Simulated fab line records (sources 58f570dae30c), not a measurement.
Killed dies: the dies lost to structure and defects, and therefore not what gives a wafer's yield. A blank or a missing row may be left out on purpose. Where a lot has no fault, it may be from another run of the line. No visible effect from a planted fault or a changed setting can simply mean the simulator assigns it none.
Matching of chambers || flow berkeleyCmos170 || UCB170_ZERO_ETCH_06 on rieDiel-02: 4 sister chambers
The step etches SiO2 in CHF3/CF4/Ar, time 12 s. 4 wafers are shown with their chamber, then 7 later ones without.

== EACH WAFER AND ITS CHAMBER ==
{"wafer": "L612.2", "chamber": 0, "drypumpMotorCurrentA (A)": 5.3}
{"wafer": "L612.5", "chamber": 2, "drypumpMotorCurrentA (A)": 5.7}
{"wafer": "L615.2", "chamber": 1, "drypumpMotorCurrentA (A)": 6.2}
{"wafer": "L615.3", "chamber": 3, "drypumpMotorCurrentA (A)": 5.9}

== WAFERS WHOSE CHAMBER IS MISSING ==
{"wafer": "L615.5", "drypumpMotorCurrentA (A)": 5.9}
{"wafer": "L618.1", "drypumpMotorCurrentA (A)": 5.3}
{"wafer": "L618.2", "drypumpMotorCurrentA (A)": 6.2}
{"wafer": "L618.3", "drypumpMotorCurrentA (A)": 5.9}
{"wafer": "L619.3", "drypumpMotorCurrentA (A)": 5.3}
{"wafer": "L619.5", "drypumpMotorCurrentA (A)": 6.0}
{"wafer": "L619.6", "drypumpMotorCurrentA (A)": 5.3}

== THE CHAMBER EACH PASSED THROUGH ==
{"wafer": "L615.5", "from the rows above": 3, "in truth": 3}
{"wafer": "L618.1", "from the rows above": 0, "in truth": 0}
{"wafer": "L618.2", "from the rows above": 1, "in truth": 1}
{"wafer": "L618.3", "from the rows above": 3, "in truth": 3}
{"wafer": "L619.3", "from the rows above": 0, "in truth": 0}
{"wafer": "L619.5", "from the rows above": 3, "in truth": 3}
{"wafer": "L619.6", "from the rows above": 0, "in truth": 0}
7 of 7 placed correctly. Left unplaced by these rows: 0. Wrongly placed: 0.
How it was worked out, from the rows above alone: a wafer's distance from a chamber is the root of the sum, over the readings, of the square of ((its reading less the chamber's mean) divided by the reading's scatter). If the next closest chamber is less than 2 further off than the closest, the wafer can't be placed; otherwise it belongs to the closest. A chamber's mean is the mean of its shown wafers. The scatter (one wafer shown for each chamber): square how far every hidden wafer sits from the nearest shown wafer, average those squares and take the square root.
